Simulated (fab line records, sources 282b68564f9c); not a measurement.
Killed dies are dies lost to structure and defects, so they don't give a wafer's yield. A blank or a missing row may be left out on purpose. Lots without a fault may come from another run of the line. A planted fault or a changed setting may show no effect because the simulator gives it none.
Problem report in the 8D (eight disciplines) form, filled by code | flow rit_cmos | the parts of the form that need people (team, actions taken, sign-off) are left out

1. THE PROBLEM
NWELL_RS at RIT_WELLDRIVE_RS_MEAS_01 reads a mean of 346.2 ohm/sq on 6 wafers of 2 lots; wafers without a fault read 275.5 ohm/sq with a standard deviation of 0.85. That is +83 standard deviations from the usual mean.
The step: measures by four-point-probe.
First seen on wafer L254.1, day 3 19:50, on film_metro-03. The record holds 42 wafers of 14 lots with a number at this step. Rule for "out", or "out of limits": more than 4 standard deviations from the usual mean. The other wafers with a number count as sound.

2. WHAT IT IS AND WHAT IT IS NOT
question                    | is                           | is not
which readings at this step | NWELL_RS                     | -
which lots                  | L254, L255                   | L246, L247, L249, L250, L251, L252, L261, L263, L264, L267, L268, L269
which wafers of those lots  | all that have a number       | -
read on which gauges        | film_metro-02, film_metro-03 | film_metro-04
when                        | from day 3 19:50             | up to then (18 sound wafers); but 18 sound wafers of L261, L263, L264, L267, L268, L269 came after

3. SUSPECTS, AND WHAT RULES EACH OUT
Counting: a tool at a process step up to the reading stays a suspect if it ran every lot that is out and no sound lot after the first of them.
- the gauge at RIT_WELLDRIVE_RS_MEAS_01: ruled out. The wafers that are out were read on 2 gauges (film_metro-02, film_metro-03).
- furnace-03 at RIT_WELLDRIVE_ANNEAL_00 (time 14700 s): ruled out as a lasting fault. Sound lots L269 ran on it after its first lot that is out, L254 (day 3 14:46).
Left after counting: nothing in the record.

4. THE CAUSE (what the simulator had put in)
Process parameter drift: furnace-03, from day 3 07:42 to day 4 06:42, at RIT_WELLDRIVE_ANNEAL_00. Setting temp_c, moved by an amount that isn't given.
Counting ruled it out, wrongly: the rule takes a fault to strike every lot that its tool runs from its start on, and this one did not.

5. THE CHAIN OF EFFECTS, in route order
Each row: a reading whose mean over the struck wafers that have a number lies more than 3 standard deviations from the usual. Only readings for which the record gives a usual standard deviation are gone through. hours: the time from each lot's start at the first step in this table that gives one to its start at this step, as a median over the lots. sigmas: the change in usual standard deviations.
hours | step                     | reading                | usual        | on struck wafers | change | sigmas
0     | RIT_WELLDRIVE_ANNEAL_00  | spike_tc_centre_C      | 1102.3 C     | 1041.8           | -60.5  | -55
0     | RIT_WELLDRIVE_ANNEAL_00  | spike_tc_load_C        | 1126 C       | 1061             | -65    | -18
0     | RIT_WELLDRIVE_ANNEAL_00  | spike_tc_source_C      | 1126 C       | 1066             | -60    | -20
0     | RIT_WELLDRIVE_ANNEAL_00  | tube_center_temp_C     | 1100 C       | 1040             | -60    | -99 or more
0     | RIT_WELLDRIVE_ANNEAL_00  | tube_center_temp_C_max | 1102.8       | 1042.7           | -60.1  | -99 or more
5     | RIT_WELLDRIVE_RS_MEAS_01 | NWELL_RS               | 275.5 ohm/sq | 346.2            | +70.7  | +83
5     | RIT_WELLDRIVE_RS_MEAS_02 | PWELL_RS               | 429.6 ohm/sq | 494.1            | +64.5  | +50
The process steps in it:
- RIT_WELLDRIVE_ANNEAL_00: time 14700 s.
Later measuring or inspecting steps at which every struck wafer that the step has a row for has a number for every such reading, and none has moved that far: RIT_GATE_OVL_MEAS_17.

6. WHAT WOULD HAVE CAUGHT IT SOONER
In this record the first reading out of limits at a measuring or inspecting step was taken at day 3 19:50, 12 hours after the fault began at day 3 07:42.
The tool's own readings at RIT_WELLDRIVE_ANNEAL_00 were out on every struck wafer that the step has a row for (spike_tc_centre_C, spike_tc_load_C, spike_tc_source_C, tube_center_temp_C, tube_center_temp_C_max): an alarm limit on them would have fired on the first of those.
